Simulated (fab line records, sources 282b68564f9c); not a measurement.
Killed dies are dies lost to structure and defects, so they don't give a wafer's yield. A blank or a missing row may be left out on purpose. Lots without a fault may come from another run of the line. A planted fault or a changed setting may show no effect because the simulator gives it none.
Which tool did it? | flow rit_cmos | 14 lots, 42 wafers sampled, at 1 step of a route of 202

WHAT THE GAUGES READ, wafer by wafer
The record holds no reading of a measuring or inspecting step that can be judged against a usual standard deviation.

WHICH TOOL RAN EACH LOT (tool, then ch and the chambers of the sampled wafers, then the start)
lot  | RIT_PWELL_EXPOSE_03
L789 | iline_stepper-01 ch 0, day 2 07:32
L790 | iline_stepper-01 ch 0, day 2 12:50
L791 | iline_stepper-02 ch 0, day 2 19:13
L793 | iline_stepper-02 ch 0, day 3 03:50
L795 | iline_stepper-01 ch 0, day 3 13:25
L796 | iline_stepper-02 ch 0, day 3 19:43
L797 | iline_stepper-02, day 3 23:23
L798 | iline_stepper-02, day 4 04:20
L799 | iline_stepper-01 ch 0, day 4 09:32
L800 | iline_stepper-02 ch 0, day 4 14:26
L805 | iline_stepper-02 ch 0, day 5 16:19
L807 | iline_stepper-01 ch 0, day 6 01:31
L808 | iline_stepper-02 ch 0, day 6 07:02
L809 | iline_stepper-02 ch 0, day 6 12:10
- RIT_PWELL_EXPOSE_03: exposes mask M3, target cd 43700 nm.

WHAT THE TOOLS THEMSELVES READ (means of the sampled wafers that have a number; where no wafer has one, the mark that the record gives instead)
RIT_PWELL_EXPOSE_03. Usual: exposure_dose_mJ_cm2 249.99, standard deviation 0.27; focus_offset_nm 0.0 nm, standard deviation 0.5; reticle_temp_C 23.01 C, standard deviation 0.1.
lot  | tool             | exposure_dose_mJ_cm2 | focus_offset_nm (nm) | reticle_temp_C (C) | flag
L789 | iline_stepper-01 | 250.02               | 0.6                  | 22.96              |
L790 | iline_stepper-01 | 249.69               | 0.1                  | 22.96              |
L791 | iline_stepper-02 | 249.93               | 0.4                  | 22.93              |
L793 | iline_stepper-02 | 249.90               | -0.1                 | 22.86              |
L795 | iline_stepper-01 | 250.23               | -0.5                 | 22.89              |
L796 | iline_stepper-02 | 250.25               | -0.1                 | 23.05              |
L797 | iline_stepper-02 | -                    | -                    | -                  | OFF
L798 | iline_stepper-02 | -                    | -                    | -                  | OFF
L799 | iline_stepper-01 | 249.87               | -0.3                 | 23.13              |
L800 | iline_stepper-02 | 249.65               | 0.1                  | 23.08              |
L805 | iline_stepper-02 | 249.71               | -0.0                 | 22.86              |
L807 | iline_stepper-01 | 249.75               | -0.0                 | 22.91              |
L808 | iline_stepper-02 | 249.95               | -0.3                 | 22.91              |
L809 | iline_stepper-02 | 249.96               | 0.1                  | 22.96              |

THE ANSWER, worked out from the rows above alone
Rule: a lot is off if the mean of its wafers that have a number lies more than 3 standard deviations from the usual mean. A lot without any number at a reading at which 4 lots or more have one is off too. The other lots that the step has rows for count as sound. The gauges are gone through in route order, then the tools' own readings, and for those a lot's mean is taken as printed above. The first step at which some lot is off is used, and at that step the reading that is off furthest; a lot without a number counts as furthest.
Off: L797, L798, at RIT_PWELL_EXPOSE_03 (exposure_dose_mJ_cm2). Without a number there: L797, L798.
A tool fits if, at that step or a process step before it, it ran every lot that is off, and no sound lot after the first of them. None of those tried fits.

WHAT THE SIMULATOR HAD PUT IN
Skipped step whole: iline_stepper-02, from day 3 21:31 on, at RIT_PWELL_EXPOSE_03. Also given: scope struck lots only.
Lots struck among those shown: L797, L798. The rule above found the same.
